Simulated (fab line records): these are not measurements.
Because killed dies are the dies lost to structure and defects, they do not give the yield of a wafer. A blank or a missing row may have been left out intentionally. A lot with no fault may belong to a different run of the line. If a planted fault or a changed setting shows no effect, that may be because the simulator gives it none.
Which of the tools did it?    flow berkeley_cmos170    7 lots, 21 wafers sampled, at 2 steps of a route of 331

WHAT EACH GAUGE READ, for each wafer
UCB170_PWELL_TW_MEAS_17.
lot   measured     on             PWELL_TW
L500  day 3 23:10  film_metro-02  379 378 377
L499  day 3 23:17  film_metro-03  385 387 386
L503  day 5 01:51  film_metro-02  378 378 378
L504  day 5 02:42  film_metro-01  477 476 478
L512  day 6 08:17  film_metro-01  477 477 479
L515  day 7 02:50  film_metro-01  386 385 386
L520  day 8 00:02  film_metro-01  383 385 383

TOOL THAT RAN EACH LOT (tool first, then ch and the chambers of the sampled wafers, then the start)
lot   UCB170_PWELL_IMPLANT_15
L500  implanter-01 ch 0, day 3 22:57
L499  implanter-03 ch 0, day 3 23:02
L503  implanter-03 ch 0, day 5 01:38
L504  implanter-01 ch 0, day 5 02:08
L512  implanter-01 ch 0, day 6 07:38
L515  implanter-03 ch 0, day 7 02:35
L520  implanter-01 ch 0, day 7 23:47
- UCB170_PWELL_IMPLANT_15

THE ANSWER, worked out from the rows above alone
Rule: the usual values come from the lots themselves. Put in order of their means at a reading, lots are off if they are a third of the lots or fewer, leave a main group of 4 or more, and stand apart from it by a gap of 3 or more times the standard deviation of the main group's means; of several such gaps the widest counts. The tables above print the reading to a certain number of digits; a main group whose means all agree to those digits is not used. Also off: a lot with no number at a reading for which 4 or more lots have one. Where the step has rows for the other lots, those lots are counted as sound.
Off: L504, L512, seen at UCB170_PWELL_TW_MEAS_17 (PWELL_TW). The main group: mean 382, standard deviation 3.6.
If a tool, at a process step before that reading, ran all the lots that are off and no sound lot after the first of them, it fits. Those tools and the gauges at UCB170_PWELL_TW_MEAS_17 are tried in the same way. No candidate that was tried fits.

WHAT HAD BEEN PUT IN BY THE SIMULATOR
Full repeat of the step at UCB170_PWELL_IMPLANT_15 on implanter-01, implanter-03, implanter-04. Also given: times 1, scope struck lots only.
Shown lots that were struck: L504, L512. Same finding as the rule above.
